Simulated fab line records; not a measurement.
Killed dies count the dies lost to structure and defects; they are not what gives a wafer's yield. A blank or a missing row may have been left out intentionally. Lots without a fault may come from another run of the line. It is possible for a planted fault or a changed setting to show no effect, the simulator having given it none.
Which tool is to blame? | flow berkeley cmos170 | Sampling: 14 lots, 42 wafers, 2 of 331 route steps

WHAT THE GAUGES SHOWED, per wafer
UCB170_V2_THK_MEAS_04. Usual: for V2_POLISHED_THK the level is 1000.1 nm and the standard deviation is 0.86.
lot  | measured     | on            | V2_POLISHED_THK (nm) | flag
L360 | day 7 02:58  | film metro-03 | 1000.7 1001.5 1000.0 |
L362 | day 7 15:53  | film metro-02 | 1000.0 1000.7 1000.8 |
L363 | day 8 03:35  | film metro-03 | 1000.2 999.6 1001.5  |
L365 | day 8 14:08  | film metro-02 | 998.7 998.5 999.3    |
L368 | day 9 00:12  | film metro-01 | 1346.0 998.3 1346.9  | OFF
L369 | day 9 05:59  | film metro-02 | 999.5 1000.0 1349.5  | OFF
L373 | day 10 06:04 | film metro-02 | 1001.2 999.9 1000.4  |
L375 | day 11 02:14 | film metro-02 | 1000.5 1000.4 1000.2 |
L378 | day 11 17:58 | film metro-03 | 1000.1 1001.2 999.8  |
L377 | day 11 18:23 | film metro-01 | 1000.5 1000.3 1000.1 |
L379 | day 11 20:48 | film metro-03 | 1002.3 1000.5 1001.3 |
L380 | day 11 20:53 | film metro-02 | 999.3 1001.4 999.6   |
L381 | day 11 21:14 | film metro-03 | 1000.3 1001.2 1000.2 |
L382 | day 12 13:41 | film metro-03 | 1000.0 998.5 999.5   |

WHICH TOOL RAN EACH LOT (tool, then ch and the chambers of the sampled wafers, then the start)
lot  | UCB170_V2_CMP_02
L360 | cmp-02 ch 0,3, day 7 02:32
L362 | cmp-01 ch 1,3, day 7 15:28
L363 | cmp-02 ch 1,2,3, day 8 03:10
L365 | cmp-01 ch 1,2,3, day 8 13:46
L368 | cmp-01 ch 1,2, day 8 23:49
L369 | cmp-01 ch 1,2,3, day 9 05:34
L373 | cmp-02 ch 0,2, day 10 05:42
L375 | cmp-02 ch 0,1,3, day 11 01:52
L378 | cmp-02 ch 0,1,3, day 11 17:40
L377 | cmp-01 ch 0,1,3, day 11 18:07
L379 | cmp-02 ch 0,1,2, day 11 20:22
L380 | cmp-01 ch 0,2, day 11 20:30
L381 | cmp-02 ch 1,2, day 11 20:52
L382 | cmp-01 ch 1,2,3, day 12 13:19
- UCB170_V2_CMP_02: polishes SiO2.

AS READ BY THE TOOLS THEMSELVES (means over the sampled wafers that have a number; for cases with no such wafer, the mark the record gives instead)
UCB170_V2_CMP_02. Usual: head pressure psi 6.000 psi, standard deviation 0.012; motor current A 15.7 A, standard deviation 1.4; retaining ring pressure frac 1.000, standard deviation 0.0051.
lot  | tool   | head pressure psi (psi) | motor current A (A) | retaining ring pressure frac | flag
L360 | cmp-02 | 5.994                   | 15.6                | 1.005                        |
L362 | cmp-01 | 6.016                   | 16.5                | 0.991                        |
L363 | cmp-02 | 6.000                   | 16.5                | 1.002                        |
L365 | cmp-01 | 6.000                   | 16.2                | 0.996                        |
L368 | cmp-01 | 6.009                   | 16.4                | 0.994                        |
L369 | cmp-01 | 5.986                   | 16.2                | 0.999                        |
L373 | cmp-02 | 6.006                   | 15.2                | 0.997                        |
L375 | cmp-02 | 5.991                   | 16.2                | 0.999                        |
L378 | cmp-02 | 6.004                   | 16.3                | 1.005                        |
L377 | cmp-01 | 5.994                   | 14.7                | 1.002                        |
L379 | cmp-02 | 6.002                   | 15.9                | 1.003                        |
L380 | cmp-01 | 5.993                   | 15.2                | 1.001                        |
L381 | cmp-02 | 5.990                   | 17.1                | 0.999                        |
L382 | cmp-01 | 5.998                   | 16.5                | 0.997                        |

THE ANSWER, worked out from the rows above alone
Rule: lot off if the mean of its wafers having a number is beyond 3 standard deviations from the usual mean. Also off: a lot with no number at a reading for which 4 or more lots have one. The other lots that the step has rows for count as sound. After the gauges, taken in route order, come the tools' own readings; for these a lot's mean is taken, as printed above. At the first step where some lot is off, the reading lying furthest off is the one used; lots without a number count as furthest.
Off: L368, L369, seen at UCB170_V2_THK_MEAS_04 (V2_POLISHED_THK).
A tool fits if, at a process step before that reading, it ran every lot that is off, and no sound lot after the first of them. Gauges at UCB170_V2_THK_MEAS_04: tried the same way as those tools. No candidate that was tried fits.

WHAT THE SIMULATOR HAD INSERTED
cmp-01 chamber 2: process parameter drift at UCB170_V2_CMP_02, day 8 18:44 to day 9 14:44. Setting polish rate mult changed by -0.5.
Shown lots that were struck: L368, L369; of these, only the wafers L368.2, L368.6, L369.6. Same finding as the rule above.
